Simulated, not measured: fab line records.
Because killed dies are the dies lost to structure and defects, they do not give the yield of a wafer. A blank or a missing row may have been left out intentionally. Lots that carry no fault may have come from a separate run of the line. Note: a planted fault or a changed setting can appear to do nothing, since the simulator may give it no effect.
Problem report in the 8D (eight disciplines) form, filled by code / flow berkeley_cmos170 / the parts of the form that need people (team, actions taken, sign-off) are left out

== 1. WHAT IS WRONG ==
cd_nm at UCB170_M3_CD_MEAS_90 reads a mean of 677 nm on 6 wafers of 2 lots; wafers without a fault read 698 nm with a standard deviation of 3.5. Measured from the usual mean, that is -5.9 standard deviations.
The step: target cd 700 nm.
First observed at day 11 08:11: wafer L318.2, on cd_sem-01. The record has a number at this step for 42 wafers belonging to 14 lots. The rule behind "out" and "out of limits": a value lying over 4 standard deviations away from the usual mean. The rest of the wafers with a number are treated as sound.

== 2. WHAT IT IS AND WHAT IT IS NOT ==
question=which readings at this step | is=cd_nm | is not=-
question=which lots | is=L318, L323 | is not=L309, L311, L312, L314, L315, L316, L317, L319, L328, L329, L331, L332
question=which wafers of those lots | is=all that have a number | is not=-
question=read on which gauges | is=cd_sem-01, cd_sem-02 | is not=-
question=when | is=from day 11 08:11 | is not=up to then (24 sound wafers); but 12 sound wafers of L328, L329, L331, L332 came after

== 3. SUSPECTS, AND WHAT RULES EACH OUT ==
Counting: a tool at any process step up to the reading remains a suspect when it ran all the lots that are out and ran no sound lot after the first of those.
- the gauge at UCB170_M3_CD_MEAS_90: ruled out. Those wafers that are out were read across 2 gauges (cd_sem-01, cd_sem-02).
- rie_metal-04 at UCB170_M3_METAL_ETCH_18 (etches Al in Cl2/BCl3, stops on SiO2, target depth 1170 nm, time 195 s): kept. All lots that are out passed through it, beginning with L318 at day 11 07:52, and no sound lot followed; its final sound lot before that point was L317 at day 10 23:02. Its own rf_fwd_power_W readings are out on those wafers.
After counting, what remains is rie_metal-04 at UCB170_M3_METAL_ETCH_18.

== 4. THE CAUSE (what the simulator had put in) ==
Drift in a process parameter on rie_metal-04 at UCB170_M3_METAL_ETCH_18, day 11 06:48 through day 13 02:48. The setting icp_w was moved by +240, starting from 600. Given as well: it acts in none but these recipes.
After counting, this tool was the only one left.

== 5. THE CHAIN OF EFFECTS, in route order ==
One row per reading whose mean, taken over the struck wafers that have a number, lies over 3 standard deviations from the usual. Scope: only readings with a usual standard deviation given in the record; hours: median across lots of the time from each lot's start at the first step in this table that gives one to its start at this step; sigmas: change in usual standard deviations.
hours=0; step=UCB170_M3_METAL_ETCH_18; reading=rf_fwd_power_W; usual=598.1 W; on struck wafers=839.3; change=+241.2; sigmas=+99 or more
hours=0; step=UCB170_M3_STRIP_19; reading=oes_product_au; usual=0.536 a.u.; on struck wafers=0.315; change=-0.221; sigmas=-10
hours=0; step=UCB170_M3_CD_MEAS_90; reading=cd_nm; usual=698 nm; on struck wafers=677; change=-21; sigmas=-5.9
Here are the process steps it includes:
- UCB170_M3_METAL_ETCH_18: etches Al in Cl2/BCl3, stops on SiO2, target depth 1170 nm, time 195 s.
- UCB170_M3_STRIP_19: strips in O2.

== 6. HOW IT WOULD HAVE BEEN CAUGHT EARLIER ==
In this record the first reading out of limits at a measuring or inspecting step was taken at day 11 08:11, 1 hour after the fault began at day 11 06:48.
Tool's own readings at UCB170_M3_METAL_ETCH_18, rf_fwd_power_W: out on all struck wafers the step has rows for; an alarm limit on them would have tripped on the first.
Lots out: 2; of these, L323 started UCB170_M3_METAL_ETCH_18 on rie_metal-04 after day 11 08:11. Holding the tool at that time would have saved it.
